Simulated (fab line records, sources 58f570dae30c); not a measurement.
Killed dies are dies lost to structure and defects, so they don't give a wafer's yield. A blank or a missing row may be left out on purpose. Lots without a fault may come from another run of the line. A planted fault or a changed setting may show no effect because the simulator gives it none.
Split-lot experiment | flow berkeley_cmos170 | 5 lots, 23 wafers read, on a route of 331 steps

THE SPLIT
At UCB170_NSD_PEB_04, the setting peb_temp_c was moved away from the recipe's 130 C on 7 of the 23 wafers read, by -0.8% to +3.0%. The other wafers ran this setting at the recipe's value.

FROM THE SPLIT TO THE READING: what the file shows between them, 1 step
- UCB170_NSD_DEVELOP_05: develop time 45 s

THE READING
cd_nm, in nm, at UCB170_NSD_CD_MEAS_06 (target cd 1200 nm). Fault-free wafers of this fab line usually give 1200.8 nm, standard deviation 1.4 nm.

wafer  | tool, chamber at the split | peb_temp_c as run, C | against the recipe | cd_nm, nm | against lot-mates on the recipe
L077.1 | litho_track-01, 0          | 130                  | recipe             | 1202.1    | -
L077.2 | litho_track-01, 0          | 129                  | -0.8%              | 1194.5    | -8.2
L077.4 | litho_track-01, 0          | 129                  | -0.8%              | 1195.0    | -7.7
L077.5 | litho_track-01, 0          | 130                  | recipe             | 1202.8    | -
L077.6 | litho_track-01, 0          | 130                  | recipe             | 1203.1    | -
L079.1 | litho_track-02, 0          | 133.5                | +2.7%              | 1220.7    | +19.4
L079.3 | litho_track-02, 0          | 133.5                | +2.7%              | 1224.0    | +22.7
L079.4 | litho_track-02, 0          | 130                  | recipe             | 1201.2    | -
L079.5 | litho_track-02, 0          | 130                  | recipe             | 1201.0    | -
L079.6 | litho_track-02, 0          | 130                  | recipe             | 1201.8    | -
L078.1 | litho_track-03, 0          | 130                  | recipe             | 1198.1    | -
L078.2 | litho_track-03, 0          | 130                  | recipe             | 1200.0    | -
L078.4 | litho_track-03, 0          | 130                  | recipe             | 1198.9    | -
L078.5 | litho_track-03, 0          | 130                  | recipe             | 1199.5    | -
L078.6 | litho_track-03, 0          | 130                  | recipe             | 1198.5    | -
L081.1 | litho_track-03, 0          | 133.9                | +3.0%              | 1222.9    | +23.1
L081.2 | litho_track-03, 0          | 133.9                | +3.0%              | 1223.0    | +23.2
L081.3 | litho_track-03, 0          | 130                  | recipe             | 1198.7    | -
L081.4 | litho_track-03, 0          | 133.9                | +3.0%              | 1223.1    | +23.2
L081.5 | litho_track-03, 0          | 130                  | recipe             | 1201.0    | -
L085.3 | litho_track-01, 0          | 130                  | recipe             | 1201.1    | -
L085.5 | litho_track-01, 0          | 130                  | recipe             | 1202.8    | -
L085.6 | litho_track-01, 0          | 130                  | recipe             | 1200.9    | -

THE FIT
A straight line over all 23 wafers: cd_nm changes by +7.64 nm for each +1% of peb_temp_c; r = +0.99; the points scatter about the line by 1.5 nm.
The same after taking each lot's own level away (the mean of its wafers on the recipe; 23 wafers): +7.89 nm for each +1%; r = +1.00; scatter 0.97 nm.
On that fit, the largest move of peb_temp_c shifts the reading by 24 nm.
The lots' own levels span 1199.00 to 1202.67 nm, that is 2.6 times the standard deviation above.
So the lot-to-lot level changes the slope little: the two slopes agree.
Check: with one of the wafers moved furthest among these (+3.0%) left out of the fit, the line predicts +23.5 nm for it against its lot-mates. It came out at +23.1 nm against them.

OTHER SPLITS ON THESE WAFERS
These wafers also went through other splits before the reading. Each is held against what the fit with the lots' levels taken away leaves over:
other split on the same wafers      | wafers away from the commonest value | r with cd_nm (lot level and that fit taken away)
UCB170_NWELL_IMPLANT_14 energy_kev  | 7                                    | +0.04
UCB170_ACTIVE_OXIDATION_02 temp_c   | 18                                   | +0.10
UCB170_ACTIVE_EXPOSE_10 dose_mj     | 11                                   | +0.14
UCB170_FIELD_OXIDATION_01 ox_time_s | 18                                   | +0.20
UCB170_SACOX_OXIDATION_01 ox_time_s | 15                                   | +0.29
UCB170_PLDD_EXPOSE_03 dose_mj       | 8                                    | +0.06
UCB170_NLDD_IMPLANT_09 dose_cm2     | 9                                    | +0.04

THE FILE'S OWN FIT
cd_nm changes by +7.83 nm for each +1% of peb_temp_c, r = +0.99.
